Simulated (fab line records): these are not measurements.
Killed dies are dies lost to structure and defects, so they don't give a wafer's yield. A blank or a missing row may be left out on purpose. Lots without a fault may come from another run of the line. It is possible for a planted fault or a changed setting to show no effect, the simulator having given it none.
What tool caused it? ; flow berkeleyCmos170 ; Sampling: 7 lots, 21 wafers, 3 of 331 route steps

WHAT THE GAUGES SHOWED, per wafer
UCB170_PFIELD_TW_MEAS_09.
lot;measured;on;PFIELD_TW
L979;day 4 22:00;filmMetro-04;605 603 606
L982;day 5 11:42;filmMetro-01;597 597 599
L989;day 7 05:41;filmMetro-04;605 606 604
L991;day 7 16:46;filmMetro-01;601 601 604
L996;day 8 23:51;filmMetro-03;607 604 606
L999;day 9 10:01;filmMetro-03;602 600 605
L101;day 9 10:13;filmMetro-01;597 596 601

EACH LOT AND THE TOOL THAT RAN IT (in order: tool; ch and the chambers of the sampled wafers; start)
lot;UCB170_ZERO_HMDS_00;UCB170_PWELL_STRIP_16
L979;lithoTrack-02 ch 0, day 2 02:43;plasmaAsher-03 ch 0,1, day 3 11:50
L982;lithoTrack-03 ch 0, day 2 14:49;plasmaAsher-01 ch 0,1, day 4 01:30
L989;lithoTrack-03 ch 0, day 4 05:08;plasmaAsher-01 ch 0,1, day 5 17:22
L991;lithoTrack-01 ch 0, day 4 13:27;plasmaAsher-01 ch 0, day 6 04:28
L996;lithoTrack-01 ch 0, day 5 12:05;plasmaAsher-01 ch 0, day 7 05:07
L999;lithoTrack-01 ch 0, day 6 05:37;plasmaAsher-01 ch 1, day 7 18:38
L101;lithoTrack-02 ch 0, day 6 14:11;plasmaAsher-01 ch 0,1, day 8 01:45
- UCB170_ZERO_HMDS_00: prime time 60 s.
- UCB170_PWELL_STRIP_16: strips in O2.

THE ANSWER, worked out from the rows above alone
Rule: the usual values come from the lots themselves. Put in order of their means at a reading, lots are off if they are a third of the lots or fewer, leave a main group of 4 or more, and stand apart from it by a gap of 3 or more times the standard deviation of the main group's means; of several such gaps the widest counts. If all means in a main group match to the digits the tables above print for the reading, that group is not used. Also off: a lot with no number at a reading for which 4 or more lots have one. Where the step has rows for the other lots, those lots are counted as sound.
No lot is off on any of the readings shown, so nothing can be concluded from this.

WHAT THE SIMULATOR HAD PUT IN
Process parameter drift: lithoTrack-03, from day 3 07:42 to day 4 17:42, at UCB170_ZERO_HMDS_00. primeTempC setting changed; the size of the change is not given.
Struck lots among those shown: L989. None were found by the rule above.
